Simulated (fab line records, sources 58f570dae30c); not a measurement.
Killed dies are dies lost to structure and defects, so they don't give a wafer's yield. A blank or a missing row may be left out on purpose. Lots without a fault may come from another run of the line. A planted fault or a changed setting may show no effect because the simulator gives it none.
fab line records | flow berkeley_cmos170
record lots=6 wafers=18 last_day=13
route steps=331 shown START@1
lots that met no fault: from a run of the same line without faults
start_h: hours from the record's first day to the start of the lot's first wafer shown | wait_h: hours since the lot's step before | " the same as in the row above | L1.1+2: a row that stands for several wafers | - no value, or no start given | * or withheld: withheld | < > ~ a bound
route shown NAME@n: a module of which the file shows steps, and the number in the route of the first | usual: mean/standard deviation of fault-free wafers | same: alike in all rows | chamber/n: place in a boat | sites: the reading at each site | _std_site: their standard deviation | _edge_site: outer sites' mean less inner sites' | radius_mm: how far each site lies from the wafer's centre | mask NAME#n: copy n | behind: the tool/chamber that last shaped the wafer | hold: why the lot was held/for how many hours/how that ended | device: the transistor (n, p or np) that didn't switch | end of line: the same wafers' tests at the end of the route | a step without rows: its recipe alone | killed: dies lost to structure and defects at the first sort, not the wafer's yield | map: a wafer's dies, x killed, . not, _ none there
set.NAME: the setting as run; set.NAME@STEP: as run at that earlier step | model.NAME: the simulator's own value behind a step, which no gauge read
lots at some steps of the route; a table a step, a row a wafer
services: from which hour (start_h, from the record's first day; less than 0 if before it) a tool's chamber was out of use, for how many hours, and why
## steps
# step UCB170_START_BOW_MEAS_00
# recipe mode=bow
# usual INCOMING_BOW=1/6.6
# columns lot.wafer tool chamber start_h wait_h INCOMING_BOW[um]
L608.3 film_metro-02 - 10.04 - -4
L608.4 " - " " -4
L608.5 " - " " 5
L610.1 film_metro-03 - 20.00 - -8
L610.2 " - " " -12
L610.3 " - " " 4
L617.1 film_metro-03 - 55.00 - -10
L617.2 " - " " -18
L617.6 " - " " -8
L618.1 film_metro-02 - 60.00 - 17
L618.3 " - " " -10
L618.5 " - " " 13
L625.3 film_metro-02 - 95.04 - -3
L625.4 " - " " 7
L625.6 " - " " 4
L629.2 film_metro-03 - 115.02 - 7
L629.4 " - " " -9
L629.6 " - " " -9
# step UCB170_START_CLEAN_01
# recipe chemistry=dHF dilution=25:1 time_s=60
# step UCB170_START_OXIDATION_02
# recipe temp_c=950 ambient=O2 target_thk_a=200 ox_time_s=1800
# usual zone_power_source_pct=28.7/1.4
# columns lot.wafer tool chamber start_h wait_h zone_power_source_pct model.SiO2_of_START_OXIDATION_02.thk_nm
L608.3 furnace-04 0 14.90 4.8 28.3 19.99
L608.4 " 0 " " 27.9 19.95
L608.5 " 0 " " 27.9 19.99
L610.1 furnace-04 0 25.15 3.4 28.0 20.12
L610.2 " 0 " " 28.7 20.06
L610.3 " 0 " " 27.9 20.03
L617.1 furnace-04 0 58.96 3.8 28.6 22.51
L617.2 " 0 " " 28.6 22.94
L617.6 " 0 " " 27.7 22.98
L618.1 furnace-04 0 64.46 4.3 28.1 22.26
L618.3 " 0 " " 28.3 22.46
L618.5 " 0 " " 27.9 22.41
L625.3 furnace-01 0 98.98 3.8 28.4 20.2
L625.4 " 0 " " 27.4 20.67
L625.6 " 0 " " 27.9 20.87
L629.2 furnace-01 0 119.43 4.3 27.9 20.28
L629.4 " 0 " " 27.7 20.15
L629.6 " 0 " " 27.7 20.25
# step UCB170_START_THK_MEAS_03
# recipe reads=SiO2_of_START_OXIDATION_02
# usual START_OXIDE_THK=20.0/0.38
# columns lot.wafer tool chamber start_h wait_h hold START_OXIDE_THK[nm]
L608.3 film_metro-01 - 16.42 0.0 - 20.0
L608.4 " - " " - 19.9
L608.5 " - " " - 20.0
L610.1 film_metro-02 - 26.65 0.0 - 20.1
L610.2 " - " " - 20.1
L610.3 " - " " - 20.1
L617.1 film_metro-01 - 60.46 0.0 await_dispo/0.2h/release 22.6
L617.2 " - " " await_dispo/0.2h/release 22.9
L617.6 " - " " await_dispo/0.2h/release 23.0
L617.1 film_metro-01 - 60.69 0.2 - 22.5
L617.2 " - " " - 22.9
L617.6 " - " " - 22.9
L618.1 film_metro-03 - 65.96 0.0 await_dispo/0.2h/release 22.2
L618.3 " - " " await_dispo/0.2h/release 22.5
L618.5 " - " " await_dispo/0.2h/release 22.4
L618.1 film_metro-03 - 66.19 0.2 - 22.3
L618.3 " - " " - 22.5
L618.5 " - " " - 22.3
L625.3 film_metro-01 - 100.50 0.0 - 20.2
L625.4 " - " " - 20.7
L625.6 " - " " - 20.8
L629.2 film_metro-03 - 120.94 0.0 - 20.3
L629.4 " - " " - 20.1
L629.6 " - " " - 20.3
## services
# columns tool chamber start_h hours kind
furnace-01 - 3.15 2.2 repair
furnace-01 - 6.68 3.6 pm
furnace-04 - 67.31 5.6 pm
## key
first_sign step=UCB170_START_THK_MEAS_03 reading=visit direction=added
effect step=UCB170_START_THK_MEAS_03 reading=START_OXIDE_THK direction=up sigmas=6.7 usual=20.0 struck=22.6
model_effect step=UCB170_START_OXIDATION_02 value=SiO2_of_START_OXIDATION_02.thk_nm without=20.13 struck=22.59
met_at UCB170_START_OXIDATION_02
struck_wafers L617.1,L617.2,L617.6,L618.1,L618.3,L618.5
sort_left_out L617.1,L617.2,L617.6
tester_left_out L617,L618
onset_between 25.15 58.96
fault kind=process_parameter_drift tool=furnace-04 chamber=- onset_h=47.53 steps=UCB170_START_OXIDATION_02 channel=ox_time_s offset=* shape=step end_h=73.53 acts_in=* stated=*
# tester_left_out: of these lots the tester's yield and bins aren't shown, on N5 and GAA mostly nor the transistor test; their killed dies are dies lost to structure and defects alone, not to doping, threshold or leakage, so they don't give the yield
# sort_left_out: the simulated sort isn't trusted on such a fault, so these wafers' sort isn't shown, and their yield isn't known
